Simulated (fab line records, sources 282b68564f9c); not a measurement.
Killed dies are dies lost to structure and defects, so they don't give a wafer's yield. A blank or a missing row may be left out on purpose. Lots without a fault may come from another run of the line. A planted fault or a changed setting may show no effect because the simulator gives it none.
Which tool did it? | flow rit_cmos | 13 lots, 39 wafers sampled, at 1 step of a route of 202

WHAT THE GAUGES READ, wafer by wafer
The record holds no reading of a measuring or inspecting step that can be judged against a usual standard deviation.

WHICH TOOL RAN EACH LOT (tool, then ch and the chambers of the sampled wafers, then the start)
lot  | RIT_NRETRO_IMPLANT_08
L544 | implanter-04 ch 0, day 2 13:40
L545 | implanter-03 ch 0, day 2 18:22
L546 | implanter-03 ch 0, day 2 23:31
L551 | implanter-02 ch 0, day 4 17:50
L553 | implanter-02 ch 0, day 4 23:20
L556 | implanter-02 ch 0, day 5 08:21
L557 | implanter-04 ch 0, day 5 10:54
L559 | implanter-03 ch 0, day 5 18:17
L561 | implanter-04 ch 0, day 6 01:49
L560 | implanter-03 ch 0, day 6 02:13
L563 | implanter-03 ch 0, day 6 06:59
L566 | implanter-03 ch 0, day 6 21:38
L567 | implanter-03 ch 0, day 7 02:19
- RIT_NRETRO_IMPLANT_08

WHAT THE TOOLS THEMSELVES READ (means of the sampled wafers that have a number; where no wafer has one, the mark that the record gives instead)
RIT_NRETRO_IMPLANT_08. Usual: beam_energy_keV 70.005, standard deviation 0.021.
lot  | tool         | beam_energy_keV | flag
L544 | implanter-04 | 70.001          |
L545 | implanter-03 | 70.014          |
L546 | implanter-03 | 70.018          |
L551 | implanter-02 | 69.994          |
L553 | implanter-02 | 78.097          | OFF
L556 | implanter-02 | 78.079          | OFF
L557 | implanter-04 | 69.995          |
L559 | implanter-03 | 70.016          |
L561 | implanter-04 | 69.984          |
L560 | implanter-03 | 69.972          |
L563 | implanter-03 | 70.034          |
L566 | implanter-03 | 69.996          |
L567 | implanter-03 | 69.983          |

THE ANSWER, worked out from the rows above alone
Rule: a lot is off if the mean of its wafers that have a number lies more than 3 standard deviations from the usual mean. A lot without any number at a reading at which 4 lots or more have one is off too. The other lots that the step has rows for count as sound. The gauges are gone through in route order, then the tools' own readings, and for those a lot's mean is taken as printed above. The first step at which some lot is off is used, and at that step the reading that is off furthest; a lot without a number counts as furthest.
Off: L553, L556, at RIT_NRETRO_IMPLANT_08 (beam_energy_keV).
A tool fits if, at that step or a process step before it, it ran every lot that is off, and no sound lot after the first of them. One fits: implanter-02 at RIT_NRETRO_IMPLANT_08. Its last sound lot is L551 (day 4 17:50), its first lot that is off L553 (day 4 23:20): a fault that began between those two fits.
The tool's own readings at RIT_NRETRO_IMPLANT_08 bear it out: on the lots that are off they differ by more than 5 times the standard deviation of the sound lots' means. beam_energy_keV reads 78.088 there against 70.001 on the sound lots.

WHAT THE SIMULATOR HAD PUT IN
Process parameter drift: implanter-02, from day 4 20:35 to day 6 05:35, at RIT_NRETRO_IMPLANT_08. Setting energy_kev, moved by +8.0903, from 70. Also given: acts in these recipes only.
Lots struck among those shown: L553, L556. The rule above found the same.
